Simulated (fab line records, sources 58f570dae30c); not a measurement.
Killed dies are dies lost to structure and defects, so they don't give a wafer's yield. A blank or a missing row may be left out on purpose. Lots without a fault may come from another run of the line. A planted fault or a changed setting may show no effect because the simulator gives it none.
fab line records | flow berkeley_cmos170 | part 1 of 2: steps 1 to 28 of 39
record lots=5 wafers=15 last_day=13
route steps=331 shown PSD@178 NSD@187 BACKSIDE@199 SDANNEAL@204 PLDD@208 NLDD@209 SILICIDE@210 CONTACT@216
lots that met no fault: from a run of the same line without faults
start_h: hours from the record's first day to the start of the lot's first wafer shown | wait_h: hours since the lot's step before | " the same as in the row above | L1.1+2: a row that stands for several wafers | - no value, or no start given | * or withheld: withheld | < > ~ a bound
route shown NAME@n: a module of which the file shows steps, and the number in the route of the first | usual: mean/standard deviation of fault-free wafers | same: alike in all rows | chamber/n: place in a boat | sites: the reading at each site | _std_site: their standard deviation | _edge_site: outer sites' mean less inner sites' | radius_mm: how far each site lies from the wafer's centre | mask NAME#n: copy n | behind: the tool/chamber that last shaped the wafer | hold: why the lot was held/for how many hours/how that ended | device: the transistor (n, p or np) that didn't switch | end of line: the same wafers' tests at the end of the route | a step without rows: its recipe alone | killed: dies lost to structure and defects at the first sort, not the wafer's yield | map: a wafer's dies, x killed, . not, _ none there
set.NAME: the setting as run; set.NAME@STEP: as run at that earlier step | model.NAME: the simulator's own value behind a step, which no gauge read
lots at some steps of the route; a table a step, a row a wafer
services: from which hour (start_h, from the record's first day; less than 0 if before it) a tool's chamber was out of use, for how many hours, and why
## steps
# step UCB170_PSD_EXPOSE_03
# recipe mask_id=PSELECT_MOD na=0.5 sigma_outer=0.6 source_shape=conventional target_cd_nm=1200 dose_mj=30
# columns lot.wafer tool chamber start_h wait_h mask
L079.4+5+6 krf_scanner-01 0 192.20 0.1 PSELECT_MOD#0
L080.2+4+5 krf_scanner-01 0 202.58 0.1 PSELECT_MOD#0
L089.3+5+6 krf_scanner-02 0 229.84 0.4 PSELECT_MOD#0
L094.3+4+6 krf_scanner-01 0 260.12 0.2 PSELECT_MOD#0
L096.1+5+6 krf_scanner-01 0 284.44 0.1 PSELECT_MOD#0
# step UCB170_PSD_PEB_04
# recipe peb_temp_c=130 peb_time_s=withheld resist=KrF
# usual resist_line_temp_C=23.00/0.11
# columns lot.wafer tool chamber start_h wait_h resist_line_temp_C
L079.4 litho_track-02 0 192.66 0.4 22.98
L079.5 " 0 " " 23.16
L079.6 " 0 " " 22.87
L080.2 litho_track-02 0 202.70 0.1 22.85
L080.4 " 0 " " 23.00
L080.5 " 0 " " 22.92
L089.3 litho_track-03 0 230.33 0.5 23.11
L089.5 " 0 " " 23.16
L089.6 " 0 " " 23.17
L094.3 litho_track-03 0 260.25 0.1 23.05
L094.4 " 0 " " 22.88
L094.6 " 0 " " 23.02
L096.1 litho_track-03 0 284.89 0.4 23.08
L096.5 " 0 " " 22.96
L096.6 " 0 " " 23.01
# step UCB170_PSD_DEVELOP_05
# recipe developer=TMAH develop_time_s=45 resist=KrF dev_temp_c=21
# usual resist_line_temp_C=23.01/0.096
# columns lot.wafer tool chamber start_h wait_h resist_line_temp_C
L079.4 litho_track-02 0 - - 23.11
L079.5 " 0 " " 23.01
L079.6 " 0 " " 22.87
L080.2 litho_track-02 0 - - 23.15
L080.4 " 0 " " 22.99
L080.5 " 0 " " 23.11
L089.3 litho_track-03 0 - - 22.98
L089.5 " 0 " " 23.02
L089.6 " 0 " " 22.88
L094.3 litho_track-03 0 - - 22.98
L094.4 " 0 " " 22.97
L094.6 " 0 " " 22.89
L096.1 litho_track-03 0 - - 22.92
L096.5 " 0 " " 22.88
L096.6 " 0 " " 22.84
# step UCB170_PSD_CD_MEAS_06
# recipe target_cd_nm=1200
# usual cd_nm=1200.1/1.3
# columns lot.wafer tool chamber start_h wait_h cd_nm
L079.4 cd_sem-02 - 192.92 - 1198.5
L079.5 " - " " 1198.6
L079.6 " - " " 1197.8
L080.2 cd_sem-02 - 202.97 - 1199.3
L080.4 " - " " 1199.5
L080.5 " - " " 1199.2
L089.3 cd_sem-02 - 230.59 - 1201.4
L089.5 " - " " 1200.5
L089.6 " - " " 1200.2
L094.3 cd_sem-01 - 260.51 - 1199.7
L094.4 " - " " 1200.3
L094.6 " - " " 1198.4
L096.1 cd_sem-01 - 285.17 - 1198.9
L096.5 " - " " 1199.2
L096.6 " - " " 1199.6
# step UCB170_PSD_OVL_MEAS_07
# usual PSD_OVL=-3/4.8
# columns lot.wafer tool chamber start_h wait_h PSD_OVL[nm]
L079.4 overlay-01 - 193.00 0.1 4
L079.5 " - " " -8
L079.6 " - " " -1
L080.2 overlay-02 - 203.07 0.1 3
L080.4 " - " " -6
L080.5 " - " " 6
L089.3 overlay-02 - 230.69 0.1 -4
L089.5 " - " " -8
L089.6 " - " " -5
L094.3 overlay-02 - 260.60 0.1 5
L094.4 " - " " -1
L094.6 " - " " 2
L096.1 overlay-01 - 285.29 0.1 3
L096.5 " - " " 0
L096.6 " - " " 0
# step UCB170_PSD_IMPLANT_08
# recipe species=B dose_cm2=2.935e+15 energy_kev=20 tilt_deg=7
# columns lot.wafer tool chamber start_h wait_h
L079.4+5+6 implanter-01 0 193.10 0.1
L080.2+4+5 implanter-03 0 203.13 0.0
L089.3+5+6 implanter-04 0 230.76 0.1
L094.3+4+6 implanter-03 0 260.68 0.1
L096.1+5+6 implanter-04 0 285.32 0.0
# step UCB170_PSD_STRIP_09
# recipe chemistry=O2 power_w=400 pressure_mtorr=3500 platen_temp_c=withheld o2_flow_sccm=400 overash_fraction=0.5
# usual drypump_motor_current_A=5.53/0.27 oes_product_au=0.603/0.0047 strip_time_to_endpoint_s=29.17/0.085
# columns lot.wafer tool chamber start_h wait_h drypump_motor_current_A oes_product_au rf_hours_counter_h strip_time_to_endpoint_s
L079.4 plasma_asher-02 1 193.20 0.1 5.87 0.604 - 29.28
L079.5 " 1 " " 5.90 0.605 - 29.25
L079.6 " 0 " " 5.19 0.596 - 29.24
L080.2 plasma_asher-01 1 203.25 0.1 5.46 0.595 47 29.16
L080.4 " 1 " " 5.45 0.613 - 29.08
L080.5 " 0 " " 5.40 0.605 - 29.10
L089.3 plasma_asher-04 1 230.89 0.1 5.45 0.605 - 29.15
L089.5 " 1 " " 5.46 0.608 - 29.23
L089.6 " 0 " " 5.82 0.603 - 29.20
L094.3 plasma_asher-02 1 260.81 0.1 5.88 0.605 - 29.11
L094.4 " 0 " " 5.18 0.606 - 29.08
L094.6 " 0 " " 5.16 0.594 - 29.14
L096.1 plasma_asher-04 1 285.47 0.1 5.47 0.602 51 29.19
L096.5 " 0 " " 5.81 0.596 - 29.15
L096.6 " 1 " " 5.45 0.613 - 29.23
# step UCB170_PSD_TW_MEAS_10
# usual PSD_TW=2316/13
# columns lot.wafer tool chamber start_h wait_h PSD_TW
L079.4 film_metro-03 - 193.30 0.1 2332
L079.5 " - " " 2310
L079.6 " - " " 2310
L080.2 film_metro-04 - 203.36 0.1 2317
L080.4 " - " " 2332
L080.5 " - " " 2334
L089.3 film_metro-02 - 230.98 0.1 2316
L089.5 " - " " 2326
L089.6 " - " " 2310
L094.3 film_metro-03 - 260.90 0.1 2302
L094.4 " - " " 2304
L094.6 " - " " 2310
L096.1 film_metro-04 - 285.57 0.1 2337
L096.5 " - " " 2317
L096.6 " - " " 2314
# step UCB170_PSD_CLEAN_11
# recipe chemistry=SPM temp_c=120 time_s=600
# columns lot.wafer tool chamber start_h wait_h
L079.4+5+6 wet_bench-04 1 193.68 0.4
L080.2+4+5 wet_bench-04 2 203.46 0.1
L089.3+5+6 wet_bench-01 2 231.02 0.0
L094.3+4+6 wet_bench-01 3 260.94 0.0
L096.1+5+6 wet_bench-01 1 285.63 0.1
# step UCB170_NSD_HMDS_00
# recipe prime_time_s=60 prime_temp_c=100
# usual resist_line_temp_C=23.01/0.11
# columns lot.wafer tool chamber start_h wait_h resist_line_temp_C
L079.4 litho_track-03 0 193.93 0.1 23.21
L079.5 " 0 " " 23.15
L079.6 " 0 " " 23.17
L080.2 litho_track-02 0 203.98 0.3 23.05
L080.4 " 0 " " 23.03
L080.5 " 0 " " 23.15
L089.3 litho_track-03 0 231.45 0.3 23.00
L089.5 " 0 " " 23.00
L089.6 " 0 " " 22.96
L094.3 litho_track-03 0 261.16 0.1 23.07
L094.4 " 0 " " 22.94
L094.6 " 0 " " 23.08
L096.1 litho_track-03 0 285.98 0.2 23.00
L096.5 " 0 " " 22.83
L096.6 " 0 " " 22.88
# step UCB170_NSD_COAT_01
# recipe resist=KrF spin_rpm=1500 resist_thk_nm=900
# usual resist_line_temp_C=23.01/0.11
# columns lot.wafer tool chamber start_h wait_h resist_line_temp_C
L079.4 litho_track-03 0 194.08 0.1 23.09
L079.5 " 0 " " 23.05
L079.6 " 0 " " 23.04
L080.2 litho_track-02 0 204.13 0.1 22.98
L080.4 " 0 " " 22.76
L080.5 " 0 " " 22.95
L089.3 litho_track-03 0 231.60 0.1 22.94
L089.5 " 0 " " 22.98
L089.6 " 0 " " 23.08
L094.3 litho_track-03 0 261.31 0.1 23.15
L094.4 " 0 " " 22.88
L094.6 " 0 " " 23.07
L096.1 litho_track-03 0 286.13 0.1 23.07
L096.5 " 0 " " 23.00
L096.6 " 0 " " 22.93
# step UCB170_NSD_SOFTBAKE_02
# recipe resist=KrF temp_c=130 time_s=60
# usual resist_line_temp_C=22.98/0.1
# columns lot.wafer tool chamber start_h wait_h resist_line_temp_C
L079.4 litho_track-03 0 194.23 0.1 22.90
L079.5 " 0 " " 22.93
L079.6 " 0 " " 22.84
L080.2 litho_track-02 0 204.28 0.1 23.03
L080.4 " 0 " " 22.92
L080.5 " 0 " " 23.08
L089.3 litho_track-03 0 231.75 0.1 22.84
L089.5 " 0 " " 22.80
L089.6 " 0 " " 22.87
L094.3 litho_track-03 0 261.46 0.1 23.03
L094.4 " 0 " " 22.91
L094.6 " 0 " " 23.05
L096.1 litho_track-03 0 286.28 0.1 22.82
L096.5 " 0 " " 22.97
L096.6 " 0 " " 22.92
# step UCB170_NSD_EXPOSE_03
# recipe mask_id=NSELECT_MOD na=0.5 sigma_outer=0.6 source_shape=conventional target_cd_nm=1200 dose_mj=29.63
# columns lot.wafer tool chamber start_h wait_h mask
L079.4+5+6 krf_scanner-01 0 194.38 0.1 NSELECT_MOD#0
L080.2+4+5 krf_scanner-02 0 204.55 0.2 NSELECT_MOD#0
L089.3+5+6 krf_scanner-02 0 231.89 0.1 NSELECT_MOD#0
L094.3+4+6 krf_scanner-02 0 261.60 0.1 NSELECT_MOD#0
L096.1+5+6 krf_scanner-01 0 286.55 0.2 NSELECT_MOD#0
# step UCB170_NSD_PEB_04
# recipe peb_temp_c=130 peb_time_s=withheld resist=KrF
# usual resist_line_temp_C=23.00/0.11
# columns lot.wafer tool chamber start_h wait_h resist_line_temp_C
L079.4 litho_track-02 0 194.56 0.2 23.10
L079.5 " 0 " " 23.08
L079.6 " 0 " " 23.08
L080.2 litho_track-02 0 204.71 0.1 23.05
L080.4 " 0 " " 23.04
L080.5 " 0 " " 22.89
L089.3 litho_track-01 0 232.62 0.7 23.12
L089.5 " 0 " " 23.16
L089.6 " 0 " " 23.00
L094.3 litho_track-03 0 261.73 0.1 22.86
L094.4 " 0 " " 22.75
L094.6 " 0 " " 22.78
L096.1 litho_track-02 0 286.75 0.2 22.98
L096.5 " 0 " " 23.16
L096.6 " 0 " " 22.95
# step UCB170_NSD_DEVELOP_05
# recipe developer=TMAH develop_time_s=45 resist=KrF dev_temp_c=21
# usual resist_line_temp_C=22.99/0.11
# columns lot.wafer tool chamber start_h wait_h resist_line_temp_C
L079.4 litho_track-02 0 - - 22.64
L079.5 " 0 " " 22.94
L079.6 " 0 " " 22.85
L080.2 litho_track-02 0 - - 22.86
L080.4 " 0 " " 22.98
L080.5 " 0 " " 23.05
L089.3 litho_track-01 0 - - 22.87
L089.5 " 0 " " 22.88
L089.6 " 0 " " 22.91
L094.3 litho_track-03 0 - - 23.05
L094.4 " 0 " " 23.06
L094.6 " 0 " " 22.86
L096.1 litho_track-02 0 - - 22.96
L096.5 " 0 " " 22.94
L096.6 " 0 " " 22.92
# step UCB170_NSD_CD_MEAS_06
# recipe target_cd_nm=1200
# usual cd_nm=1199.8/1.2
# columns lot.wafer tool chamber start_h wait_h cd_nm
L079.4 cd_sem-01 - 194.82 - 1202.4
L079.5 " - " " 1201.9
L079.6 " - " " 1201.2
L080.2 cd_sem-01 - 204.98 - 1202.0
L080.4 " - " " 1201.0
L080.5 " - " " 1201.4
L089.3 cd_sem-02 - 232.88 - 1199.6
L089.5 " - " " 1201.6
L089.6 " - " " 1199.9
L094.3 cd_sem-01 - 262.00 - 1198.0
L094.4 " - " " 1200.2
L094.6 " - " " 1199.1
L096.1 cd_sem-02 - 287.03 - 1196.7
L096.5 " - " " 1197.5
L096.6 " - " " 1199.0
# step UCB170_NSD_OVL_MEAS_07
# usual NSD_OVL=-1/5.4
# columns lot.wafer tool chamber start_h wait_h NSD_OVL[nm]
L079.4 overlay-01 - 194.90 0.1 0
L079.5 " - " " -5
L079.6 " - " " 1
L080.2 overlay-01 - 205.08 0.1 -8
L080.4 " - " " -11
L080.5 " - " " -7
L089.3 overlay-02 - 232.98 0.1 -6
L089.5 " - " " -5
L089.6 " - " " 7
L094.3 overlay-01 - 262.09 0.1 -3
L094.4 " - " " -9
L094.6 " - " " -5
L096.1 overlay-02 - 287.15 0.1 -8
L096.5 " - " " -7
L096.6 " - " " -8
# step UCB170_NSD_IMPLANT_08
# recipe species=P dose_cm2=3e+15 energy_kev=40 tilt_deg=7
# columns lot.wafer tool chamber start_h wait_h
L079.4+5+6 implanter-01 0 195.00 0.1
L080.2+4+5 implanter-01 0 205.14 0.0
L089.3+5+6 implanter-01 0 233.05 0.1
L094.3+4+6 implanter-04 0 262.16 0.1
L096.1+5+6 implanter-04 0 287.18 0.0
# step UCB170_NSD_STRIP_09
# recipe chemistry=O2 power_w=400 pressure_mtorr=3500 platen_temp_c=withheld o2_flow_sccm=400 overash_fraction=0.5
# usual drypump_motor_current_A=5.54/0.26 oes_product_au=0.534/0.0043 strip_time_to_endpoint_s=35.83/0.064
# columns lot.wafer tool chamber start_h wait_h drypump_motor_current_A oes_product_au rf_hours_counter_h strip_time_to_endpoint_s
L079.4 plasma_asher-02 0 195.10 0.1 5.17 0.537 - 35.80
L079.5 " 0 " " 5.15 0.537 - 35.82
L079.6 " 1 " " 5.90 0.542 - 35.82
L080.2 plasma_asher-04 1 205.26 0.1 5.46 0.530 43 35.78
L080.4 " 0 " " 5.85 0.535 - 35.88
L080.5 " 0 " " 5.84 0.542 - 35.91
L089.3 plasma_asher-03 0 233.18 0.1 5.47 0.536 - 35.80
L089.5 " 1 " " 5.37 0.528 - 35.75
L089.6 " 0 " " 5.47 0.531 - 35.77
L094.3 plasma_asher-03 1 262.29 0.1 5.35 0.540 - 35.79
L094.4 " 0 " " 5.54 0.536 - 35.82
L094.6 " 0 " " 5.55 0.531 - 35.84
L096.1 plasma_asher-04 0 287.33 0.1 5.82 0.537 52 35.89
L096.5 " 0 " " 5.81 0.537 - 35.88
L096.6 " 1 " " 5.47 0.532 - 35.84
# step UCB170_NSD_TW_MEAS_10
# usual NSD_TW=4191/24
# columns lot.wafer tool chamber start_h wait_h NSD_TW
L079.4 film_metro-03 - 195.20 0.1 4207
L079.5 " - " " 4191
L079.6 " - " " 4177
L080.2 film_metro-03 - 205.37 0.1 4158
L080.4 " - " " 4178
L080.5 " - " " 4171
L089.3 film_metro-03 - 233.27 0.1 4157
L089.5 " - " " 4164
L089.6 " - " " 4157
L094.3 film_metro-02 - 262.38 0.1 4205
L094.4 " - " " 4215
L094.6 " - " " 4187
L096.1 film_metro-02 - 287.43 0.1 4231
L096.5 " - " " 4205
L096.6 " - " " 4175
# step UCB170_NSD_CLEAN_11
# recipe chemistry=SPM temp_c=120 time_s=600
# columns lot.wafer tool chamber start_h wait_h
L079.4+5+6 wet_bench-04 1 195.30 0.1
L080.2+4+5 wet_bench-02 2 205.42 0.0
L089.3+5+6 wet_bench-02 3 233.31 0.0
L094.3+4+6 wet_bench-01 1 262.42 0.0
L096.1+5+6 wet_bench-02 0 287.49 0.1
# step UCB170_BACKSIDE_HMDS_00
# recipe prime_time_s=60 prime_temp_c=100
# usual resist_line_temp_C=22.99/0.11
# columns lot.wafer tool chamber start_h wait_h resist_line_temp_C
L079.4 litho_track-01 0 195.55 0.1 23.12
L079.5 " 0 " " 23.12
L079.6 " 0 " " 23.31
L080.2 litho_track-04 0 205.73 0.1 22.89
L080.4 " 0 " " 22.82
L080.5 " 0 " " 22.81
L089.3 litho_track-04 0 233.53 0.1 23.01
L089.5 " 0 " " 22.97
L089.6 " 0 " " 22.99
L094.3 litho_track-03 0 262.73 0.1 22.96
L094.4 " 0 " " 22.99
L094.6 " 0 " " 22.88
L096.1 litho_track-01 0 287.67 0.0 23.10
L096.5 " 0 " " 22.98
L096.6 " 0 " " 22.94
# step UCB170_BACKSIDE_COAT_01
# recipe resist=KrF spin_rpm=1500 resist_thk_nm=900
# usual resist_line_temp_C=23.01/0.12
# columns lot.wafer tool chamber start_h wait_h resist_line_temp_C
L079.4 litho_track-01 0 195.70 0.1 23.03
L079.5 " 0 " " 23.05
L079.6 " 0 " " 23.15
L080.2 litho_track-04 0 205.88 0.1 23.01
L080.4 " 0 " " 22.84
L080.5 " 0 " " 23.04
L089.3 litho_track-04 0 233.68 0.1 22.96
L089.5 " 0 " " 23.09
L089.6 " 0 " " 23.13
L094.3 litho_track-03 0 262.88 0.1 23.28
L094.4 " 0 " " 23.18
L094.6 " 0 " " 23.23
L096.1 litho_track-01 0 287.82 0.1 22.86
L096.5 " 0 " " 22.99
L096.6 " 0 " " 22.96
# step UCB170_BACKSIDE_SOFTBAKE_02
# recipe resist=KrF temp_c=130 time_s=60
# usual resist_line_temp_C=22.99/0.12
# columns lot.wafer tool chamber start_h wait_h resist_line_temp_C
L079.4 litho_track-01 0 195.85 0.1 23.04
L079.5 " 0 " " 23.15
L079.6 " 0 " " 23.12
L080.2 litho_track-04 0 206.03 0.1 22.86
L080.4 " 0 " " 23.03
L080.5 " 0 " " 23.00
L089.3 litho_track-04 0 233.83 0.1 22.94
L089.5 " 0 " " 22.91
L089.6 " 0 " " 22.88
L094.3 litho_track-03 0 263.03 0.1 23.02
L094.4 " 0 " " 22.97
L094.6 " 0 " " 22.82
L096.1 litho_track-01 0 287.97 0.1 23.20
L096.5 " 0 " " 23.05
L096.6 " 0 " " 22.97
# step UCB170_BACKSIDE_STRIP_03
# recipe chemistry=O2 power_w=400 pressure_mtorr=3500 platen_temp_c=withheld o2_flow_sccm=400 overash_fraction=0.5
# usual drypump_motor_current_A=5.50/0.16 oes_product_au=0.735/0.004 strip_time_to_endpoint_s=21.98/0.054
# columns lot.wafer tool chamber start_h wait_h drypump_motor_current_A oes_product_au rf_hours_counter_h strip_time_to_endpoint_s
L079.4 plasma_asher-03 0 195.96 0.1 5.51 0.732 - 22.06
L079.5 " 0 " " 5.47 0.734 - 21.99
L079.6 " 1 " " 5.35 0.732 - 22.02
L080.2 plasma_asher-03 0 206.16 0.1 5.49 0.732 10 21.94
L080.4 " 1 " " 5.34 0.736 - 22.00
L080.5 " 0 " " 5.52 0.731 - 21.96
L089.3 plasma_asher-01 0 233.97 0.1 5.41 0.742 - 21.91
L089.5 " 0 " " 5.40 0.740 - 21.91
L089.6 " 1 " " 5.44 0.733 - 21.95
L094.3 plasma_asher-01 1 263.16 0.1 5.42 0.740 - 22.04
L094.4 " 0 " " 5.41 0.738 - 22.06
L094.6 " 0 " " 5.42 0.734 - 22.02
L096.1 plasma_asher-01 0 288.12 0.1 5.39 0.733 57 22.00
L096.5 " 1 " " 5.45 0.735 - 22.07
L096.6 " 0 " " 5.39 0.737 - 21.94
# step UCB170_BACKSIDE_CLEAN_04
# recipe chemistry=SPM temp_c=120 time_s=600
# columns lot.wafer tool chamber start_h wait_h
L079.4+5+6 wet_bench-02 1 196.02 0.0
L080.2+4+5 wet_bench-02 0 206.32 0.1
L089.3+5+6 wet_bench-02 3 234.03 0.0
L094.3+4+6 wet_bench-02 2 263.23 0.0
L096.1+5+6 wet_bench-01 2 288.22 0.1
# step UCB170_SDANNEAL_RTA_00
# recipe temp_c=900 time_s=10 ambient=N2
# usual lamp_power_pct=28.6/1.1 wafer_temp_C_max=905.6/1.1
# columns lot.wafer tool chamber start_h wait_h lamp_power_pct wafer_temp_C_max
L079.4 rtp_anneal-02 0 196.23 0.0 29.7 906.5
L079.5 " 0 " " 29.7 905.2
L079.6 " 0 " " 29.7 905.8
L080.2 rtp_anneal-01 0 206.51 0.0 27.6 904.8
L080.4 " 0 " " 27.6 905.2
L080.5 " 0 " " 27.6 906.8
L089.3 rtp_anneal-01 0 234.25 0.0 27.5 905.3
L089.5 " 0 " " 27.6 905.5
L089.6 " 0 " " 27.6 906.6
L094.3 rtp_anneal-02 0 263.43 0.0 29.8 906.8
L094.4 " 0 " " 29.7 905.8
L094.6 " 0 " " 29.7 906.1
L096.1 rtp_anneal-02 0 288.41 0.0 29.7 906.0
L096.5 " 0 " " 29.7 905.0
L096.6 " 0 " " 29.7 904.4
# step UCB170_SDANNEAL_RTA_01
# recipe temp_c=1050 time_s=5 ambient=N2
# usual lamp_power_pct=44.1/1.7 wafer_temp_C_max=1056.7/1.3
# columns lot.wafer tool chamber start_h wait_h lamp_power_pct wafer_temp_C_max
L079.4 rtp_anneal-02 0 196.29 0.1 45.8 1056.8
L079.5 " 0 " " 45.9 1055.5
L079.6 " 0 " " 45.9 1057.0
L080.2 rtp_anneal-01 0 206.58 0.1 42.6 1056.4
L080.4 " 0 " " 42.5 1055.9
L080.5 " 0 " " 42.6 1056.4
L089.3 rtp_anneal-01 0 234.31 0.1 42.6 1057.1
L089.5 " 0 " " 42.5 1059.5
L089.6 " 0 " " 42.5 1058.3
L094.3 rtp_anneal-02 0 263.49 0.1 45.8 1055.2
L094.4 " 0 " " 45.9 1056.7
L094.6 " 0 " " 45.8 1055.5
L096.1 rtp_anneal-02 0 288.47 0.1 45.9 1056.2
L096.5 " 0 " " 46.0 1056.3
L096.6 " 0 " " 45.9 1054.8
